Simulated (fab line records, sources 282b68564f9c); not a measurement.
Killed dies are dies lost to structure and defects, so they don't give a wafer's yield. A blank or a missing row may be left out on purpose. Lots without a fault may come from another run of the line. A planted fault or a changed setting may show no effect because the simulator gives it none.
Which tool did it? | flow rit_cmos | 14 lots, 42 wafers sampled, at 5 steps of a route of 202

WHAT THE GAUGES READ, wafer by wafer
RIT_ACTIVE_THK_MEAS_02. Usual: ACTIVE_OXIDE_THK 47.9 nm, standard deviation 0.89.
lot  | measured    | on            | ACTIVE_OXIDE_THK (nm) | flag
L273 | day 1 13:28 | film_metro-04 | 48.2 47.8 47.4        |
L274 | day 1 17:04 | film_metro-02 | 47.2 47.5 48.1        |
L276 | day 2 03:27 | film_metro-02 | 48.3 48.7 48.2        |
L278 | day 2 13:22 | film_metro-01 | 48.0 47.7 47.5        |
L280 | day 2 23:21 | film_metro-02 | 49.3 49.1 48.4        |
L281 | day 3 04:04 | film_metro-01 | 47.5 47.7 47.5        |
L282 | day 3 09:28 | film_metro-04 | 48.3 49.0 49.2        |
L286 | day 4 06:32 | film_metro-02 | 47.8 47.9 48.2        |
L287 | day 4 10:28 | film_metro-02 | 47.3 47.5 47.8        |
L290 | day 5 01:11 | film_metro-01 | 47.1 46.6 48.3        |
L293 | day 5 17:07 | film_metro-01 | 48.0 46.8 47.5        |
L294 | day 5 21:23 | film_metro-04 | 48.3 48.2 48.1        |
L295 | day 6 02:56 | film_metro-01 | 48.7 47.7 47.3        |
L296 | day 6 08:32 | film_metro-04 | 47.1 46.2 46.7        |

RIT_FOX2_THK_MEAS_90. Usual: FIELD_OXIDE_LEFT_1_THK 322 nm, standard deviation 7.6.
lot  | measured    | on            | FIELD_OXIDE_LEFT_1_THK (nm) | flag
L273 | day 1 22:35 | film_metro-04 | 318 316 317                 |
L274 | day 2 02:09 | film_metro-01 | 336 336 336                 |
L276 | day 2 12:18 | film_metro-04 | 314 323 312                 |
L278 | day 2 21:06 | film_metro-04 | 308 324 318                 |
L280 | day 3 06:38 | film_metro-03 | 321 328 324                 |
L281 | day 3 14:04 | film_metro-03 | 317 316 318                 |
L282 | day 3 19:07 | film_metro-04 | 325 326 326                 |
L286 | day 4 14:11 | film_metro-04 | 329 324 318                 |
L287 | day 4 18:02 | film_metro-03 | 325 321 326                 |
L290 | day 5 10:39 | film_metro-01 | 318 320 332                 |
L293 | day 6 01:23 | film_metro-03 | 319 326 323                 |
L294 | day 6 06:25 | film_metro-03 | 332 334 330                 |
L295 | day 6 13:07 | film_metro-01 | 326 323 324                 |
L296 | day 6 16:10 | film_metro-04 | 329 332 326                 |

RIT_PRETRO_TW_MEAS_10. Usual: PRETRO_TW 475, standard deviation 5.4.
lot  | measured    | on            | PRETRO_TW   | flag
L273 | day 2 10:37 | film_metro-03 | 474 474 469 |
L274 | day 2 14:44 | film_metro-02 | 467 467 467 |
L276 | day 3 05:56 | film_metro-04 | 421 422 421 | OFF
L278 | day 3 14:35 | film_metro-02 | 409 412 410 | OFF
L280 | day 3 19:30 | film_metro-03 | 477 473 475 |
L281 | day 4 02:59 | film_metro-03 | 476 478 478 |
L282 | day 4 07:53 | film_metro-04 | 479 480 479 |
L286 | day 5 02:47 | film_metro-03 | 474 473 475 |
L287 | day 5 05:49 | film_metro-04 | 482 480 480 |
L290 | day 5 23:42 | film_metro-03 | 477 476 474 |
L293 | day 6 13:59 | film_metro-04 | 481 482 481 |
L294 | day 6 19:04 | film_metro-04 | 482 482 482 |
L295 | day 7 02:51 | film_metro-02 | 471 469 473 |
L296 | day 7 04:28 | film_metro-03 | 475 477 474 |

RIT_NLDD_OVL_MEAS_06. Usual: NLDD_OVL 0.6 nm, standard deviation 1.1.
lot  | measured    | on         | NLDD_OVL (nm) | flag
L273 | day 2 21:55 | overlay-02 | 1.7 0.3 -0.5  |
L274 | day 3 05:28 | overlay-01 | 0.3 -0.4 0.6  |
L276 | day 3 18:01 | overlay-01 | 1.9 0.8 -0.2  |
L278 | day 4 01:41 | overlay-02 | -1.5 -0.2 0.2 |
L280 | day 4 06:59 | overlay-02 | 1.2 0.5 0.8   |
L281 | day 4 15:12 | overlay-01 | 0.2 0.7 0.7   |
L282 | day 4 19:05 | overlay-02 | 0.7 1.4 1.4   |
L286 | day 5 12:32 | overlay-01 | 0.5 -0.2 -0.6 |
L287 | day 5 16:14 | overlay-01 | 1.9 0.9 -0.7  |
L290 | day 6 12:36 | overlay-01 | -1.2 0.4 -0.6 |
L293 | day 7 03:44 | overlay-01 | 1.5 0.8 1.1   |
L294 | day 7 08:33 | overlay-02 | 0.5 1.8 0.0   |
L295 | day 7 15:10 | overlay-01 | 1.5 1.3 0.1   |
L296 | day 7 17:43 | overlay-01 | 0.3 2.4 1.0   |

WHICH TOOL RAN EACH LOT (tool, then ch and the chambers of the sampled wafers, then the start)
lot  | RIT_PRETRO_IMPLANT_08
L273 | implanter-02 ch 0, day 2 10:17
L274 | implanter-02 ch 0, day 2 14:26
L276 | implanter-02 ch 0, day 3 05:36
L278 | implanter-02 ch 0, day 3 14:16
L280 | implanter-04 ch 0, day 3 19:13
L281 | implanter-04 ch 0, day 4 02:41
L282 | implanter-04 ch 0, day 4 07:34
L286 | implanter-04 ch 0, day 5 02:29
L287 | implanter-04 ch 0, day 5 05:31
L290 | implanter-04 ch 0, day 5 23:25
L293 | implanter-04 ch 0, day 6 13:40
L294 | implanter-01 ch 0, day 6 18:44
L295 | implanter-02 ch 0, day 7 02:31
L296 | implanter-04 ch 0, day 7 04:09
- RIT_PRETRO_IMPLANT_08

WHAT THE TOOLS THEMSELVES READ (means of the sampled wafers that have a number; where no wafer has one, the mark that the record gives instead)
RIT_PRETRO_IMPLANT_08. Usual: dose_ions_cm2 1.2003e+13, standard deviation 1.4e+10; faraday_current_uA 38.1, standard deviation 0.81.
lot  | tool         | dose_ions_cm2 | faraday_current_uA | flag
L273 | implanter-02 | 1.2015e+13    | 39.4               |
L274 | implanter-02 | 1.1997e+13    | 38.0               |
L276 | implanter-02 | 8.0523e+12    | 25.5               | OFF
L278 | implanter-02 | 8.0513e+12    | 24.6               | OFF
L280 | implanter-04 | 1.1975e+13    | 38.9               |
L281 | implanter-04 | 1.1997e+13    | 38.2               |
L282 | implanter-04 | 1.1997e+13    | 38.4               |
L286 | implanter-04 | 1.2005e+13    | 38.4               |
L287 | implanter-04 | 1.2011e+13    | 37.3               |
L290 | implanter-04 | 1.2004e+13    | 38.5               |
L293 | implanter-04 | 1.1998e+13    | 37.3               |
L294 | implanter-01 | 1.2020e+13    | 38.6               |
L295 | implanter-02 | 1.2004e+13    | 38.6               |
L296 | implanter-04 | 1.2002e+13    | 38.5               |

THE ANSWER, worked out from the rows above alone
Rule: a lot is off if the mean of its wafers that have a number lies more than 3 standard deviations from the usual mean. A lot without any number at a reading at which 4 lots or more have one is off too. The other lots that the step has rows for count as sound. The gauges are gone through in route order, then the tools' own readings, and for those a lot's mean is taken as printed above. The first step at which some lot is off is used, and at that step the reading that is off furthest; a lot without a number counts as furthest.
Off: L276, L278, at RIT_PRETRO_TW_MEAS_10 (PRETRO_TW).
A tool fits if, at a process step before that reading, it ran every lot that is off, and no sound lot after the first of them. The gauges at RIT_PRETRO_TW_MEAS_10 aren't tried: what is off there is off at RIT_PRETRO_IMPLANT_08 too, on other tools, and a gauge's error can't cause that. None of those tried fits.

WHAT THE SIMULATOR HAD PUT IN
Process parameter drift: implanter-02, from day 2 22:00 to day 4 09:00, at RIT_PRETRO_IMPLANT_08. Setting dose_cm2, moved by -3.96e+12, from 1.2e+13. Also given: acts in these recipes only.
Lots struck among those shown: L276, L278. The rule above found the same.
